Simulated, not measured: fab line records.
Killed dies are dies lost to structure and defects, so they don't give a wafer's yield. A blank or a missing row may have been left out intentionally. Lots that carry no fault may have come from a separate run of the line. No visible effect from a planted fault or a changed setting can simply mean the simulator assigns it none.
Split-lot study + flow ritCmos + 23 wafers read from 5 lots, route of 202 steps

## SPLIT DETAILS
At RIT_ACTIVE_COAT_06 (resist thk 1000 nm), the setting resistThkNm was moved away from the recipe's 1000 nm on 8 of the 23 wafers read, by -5.7% to +4.7%. All remaining wafers had this setting at the recipe value.

The reading comes from the split's own step.

## THE READING
NOVOLAK_of_ACTIVE_COAT_06.thkNm (the simulator's own value, which no gauge read), in nm, at RIT_ACTIVE_COAT_06 (resist thk 1000 nm). The file gives no usual value for it. Average 998.0 nm, standard deviation 3 nm, over the 15 wafers here run with the recipe.

| wafer  | tool, chamber at the split | resistThkNm as run, nm | against the recipe | NOVOLAK_of_ACTIVE_COAT_06.thkNm, nm | against lot-mates on the recipe |
|--------|----------------------------|------------------------|--------------------|-------------------------------------|---------------------------------|
| L076.3 | lithoTrack-02, 0           | 1000                   | recipe             | 993.4                               | -                               |
| L076.4 | lithoTrack-02, 0           | 1000                   | recipe             | 997.4                               | -                               |
| L076.6 | lithoTrack-02, 0           | 1000                   | recipe             | 995.8                               | -                               |
| L080.2 | lithoTrack-03, 0           | 1000                   | recipe             | 1001                                | -                               |
| L080.3 | lithoTrack-03, 0           | 943.4                  | -5.7%              | 947.3                               | -52.9                           |
| L080.4 | lithoTrack-03, 0           | 943.4                  | -5.7%              | 946.4                               | -53.8                           |
| L080.5 | lithoTrack-03, 0           | 1000                   | recipe             | 999.4                               | -                               |
| L080.6 | lithoTrack-03, 0           | 943.4                  | -5.7%              | 947.1                               | -53.1                           |
| L082.1 | lithoTrack-02, 0           | 1000                   | recipe             | 997.2                               | -                               |
| L082.2 | lithoTrack-02, 0           | 1000                   | recipe             | 993                                 | -                               |
| L082.3 | lithoTrack-02, 0           | 1000                   | recipe             | 994.9                               | -                               |
| L082.4 | lithoTrack-02, 0           | 1000                   | recipe             | 997.4                               | -                               |
| L082.6 | lithoTrack-02, 0           | 1000                   | recipe             | 995.2                               | -                               |
| L083.1 | lithoTrack-01, 0           | 1000                   | recipe             | 1001                                | -                               |
| L083.2 | lithoTrack-01, 0           | 1000                   | recipe             | 1001                                | -                               |
| L083.4 | lithoTrack-01, 0           | 1047                   | +4.7%              | 1048                                | +47.0                           |
| L083.6 | lithoTrack-01, 0           | 1047                   | +4.7%              | 1048                                | +47.0                           |
| L083.5 | lithoTrack-01, 0           | 1047                   | +4.7%              | 1046                                | +45.0                           |
| L084.2 | lithoTrack-01, 0           | 1041                   | +4.1%              | 1044                                | +43.1                           |
| L084.3 | lithoTrack-01, 0           | 1041                   | +4.1%              | 1039                                | +38.1                           |
| L084.4 | lithoTrack-01, 0           | 1000                   | recipe             | 1002                                | -                               |
| L084.6 | lithoTrack-01, 0           | 1000                   | recipe             | 1002                                | -                               |
| L084.5 | lithoTrack-01, 0           | 1000                   | recipe             | 998.8                               | -                               |

FIT RESULTS
A straight line over all 23 wafers: NOVOLAK_of_ACTIVE_COAT_06.thkNm changes by +9.76 nm for each +1% of resistThkNm; r = +0.99; the points scatter about the line by 3.3 nm.
The same after taking each lot's own level away (the mean of its wafers on the recipe; 23 wafers): +9.63 nm for each +1%; r = +1.00; scatter 1.6 nm.
On that fit, the largest move of resistThkNm shifts the reading by 55 nm.
From 995.53 to 1001.00 nm: that is the span of the lots' own levels, equal to 1.8 times the standard deviation above.
Hence the lot-to-lot level has little effect on the slope; both slopes agree.
Check: with one of the wafers moved furthest among these (-5.7%) left out of the fit, the line predicts -54.5 nm for it against its lot-mates. It came out at -52.9 nm against them.

## OTHER SPLITS APPLIED TO THESE WAFERS
Other splits were also applied to these wafers ahead of the reading. Each is held against what the fit with the lots' levels taken away leaves over:
| other split on the same wafers  | wafers away from the commonest value | r with NOVOLAK_of_ACTIVE_COAT_06.thkNm (lot level and that fit taken away) |
|---------------------------------|--------------------------------------|----------------------------------------------------------------------------|
| RIT_ACTIVE_OXIDATION_01 oxTimeS | 18                                   | +0.00                                                                      |

## FILE'S OWN FIT
NOVOLAK_of_ACTIVE_COAT_06.thkNm changes by +9.65 nm for each +1% of resistThkNm, r = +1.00.
